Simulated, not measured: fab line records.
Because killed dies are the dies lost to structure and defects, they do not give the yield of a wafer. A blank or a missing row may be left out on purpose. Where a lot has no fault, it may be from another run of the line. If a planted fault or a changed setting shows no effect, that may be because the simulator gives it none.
Chamber matching	flow berkeleyCmos170	4 sister chambers for UCB170_GATE_ETCH_15 on rieSi-02
The step etches poly-Si in HBr/Cl2, stops on SiO2, time 56.3 s, target depth 278.2 nm. 4 wafers are shown with their chamber, then 7 later ones without.

== WAFERS WITH THEIR CHAMBER ==
wafer	chamber	throttleValvePct (%)
L312.6	3	26.76
L323.6	1	26.61
L324.1	0	26.18
L324.2	2	26.21

== WAFERS WHOSE CHAMBER IS MISSING ==
wafer	throttleValvePct (%)
L324.3	26.60
L328.2	26.20
L328.3	26.59
L328.4	26.24
L333.1	26.60
L333.2	26.18
L333.3	26.22

== WHICH CHAMBER EACH WENT THROUGH ==
wafer	from the rows above	in truth
L324.3	1	1
L328.2	can't be placed: 2 or 0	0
L328.3	1	1
L328.4	can't be placed: 2 or 0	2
L333.1	1	1
L333.2	can't be placed: 0 or 2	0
L333.3	can't be placed: 2 or 0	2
Placed correctly: 3 of 7. Can't be placed from these rows: 4 (the true chamber is among the candidates in 4). Wrongly placed: 0.
How it was worked out, from the rows above alone: a wafer's distance from a chamber is the root of the sum, over the readings, of the square of ((its reading less the chamber's mean) divided by the reading's scatter). If the next closest chamber is less than 2 further off than the closest, the wafer can't be placed; otherwise it belongs to the closest. For every chamber, the mean is computed from those of its wafers that are shown. The scatter: root of mean squared gap, hidden wafer to nearest shown wafer, with one shown wafer a chamber.
